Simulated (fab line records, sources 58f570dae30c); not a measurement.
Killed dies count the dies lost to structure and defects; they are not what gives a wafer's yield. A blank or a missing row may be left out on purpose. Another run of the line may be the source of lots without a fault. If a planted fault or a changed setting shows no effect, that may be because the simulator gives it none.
8D (eight disciplines) problem report, filled in by code    flow berkeley_cmos170    the parts of the form that need people (team, actions taken, sign-off) are left out

1. WHAT IS WRONG
Wafers without a fault read 128.4 s, standard deviation 0.48; run_length_s at UCB170_SPACER_ETCHBACK_03 reads a mean of 88.5 s on 2 wafers belonging to 2 lots. That puts it -83 standard deviations away from the usual mean.
The step: etches SiO2 in CHF3/CF4/Ar, stops on Si, target depth 376 nm, time 100 s.
First observed at day 9 09:58: wafer L965.6, on rie_diel-04. The record holds 18 wafers of 6 lots with a number at this step. Rule for "out", or "out of limits": more than 4 standard deviations from the usual mean. The rest of the wafers with a number are treated as sound.

2. WHAT IT IS; WHAT IT IS NOT
question                     is                            is not
which readings at this step  run_length_s, oes_product_au  drypump_motor_current_A, throttle_valve_pct
which lots                   L965, L968                    L957, L962, L966, L967
which wafers of those lots   L965.6, L968.3                L965.1, L965.4, L968.1, L968.5
read on which tools          rie_diel-04                   rie_diel-01, rie_diel-03
when                         from day 9 09:58              up to then (14 sound wafers); but 2 sound wafers of L968 came after

3. SUSPECTS, AND WHAT RULES EACH OUT
Counting: a tool at a process step up to the reading stays a suspect if it ran every lot that is out. Sound lots after the first of them don't rule it out here, since some wafers of a struck lot are sound.
- rie_diel-04 at UCB170_SPACER_ETCHBACK_03 (etches SiO2 in CHF3/CF4/Ar, stops on Si, target depth 376 nm, time 100 s): kept. It ran every lot that is out, first L965 (day 9 09:58); its last sound lot up to then is L962 (day 8 15:50). On those wafers its own readings are out: oes_product_au, run_length_s.
- rie_diel-04, UCB170_SPACER_ETCHBACK_03: wafers that are out in chamber 2, sound lot-mates in chambers 0, 1.
The count leaves rie_diel-04 at UCB170_SPACER_ETCHBACK_03.

4. THE CAUSE (what the simulator had put in)
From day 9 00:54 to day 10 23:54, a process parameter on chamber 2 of rie_diel-04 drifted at UCB170_SPACER_ETCHBACK_03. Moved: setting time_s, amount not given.
This tool alone remained once counting was done.

5. SEQUENCE OF EFFECTS, ordered by route
Each row: a reading where the mean over the struck wafers with a number is more than 3 standard deviations away from the usual. Scope: only readings with a usual standard deviation given in the record; hours: median across lots of the time from each lot's start at the first step in this table that gives one to its start at this step; sigmas: change in usual standard deviations.
hours  step                       reading         usual       on struck wafers  change  sigmas
0      UCB170_SPACER_ETCHBACK_03  oes_product_au  0.899 a.u.  0.989             +0.090  +6.0
0      UCB170_SPACER_ETCHBACK_03  run_length_s    128.4 s     88.5              -39.9   -83
Here are the process steps it includes:
- UCB170_SPACER_ETCHBACK_03: etches SiO2 in CHF3/CF4/Ar, stops on Si, target depth 376 nm, time 100 s.

6. WHAT WOULD HAVE CAUGHT IT SOONER
The fault began at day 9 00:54; the first out-of-limits reading in this record came at day 9 09:58, 9 hours later.
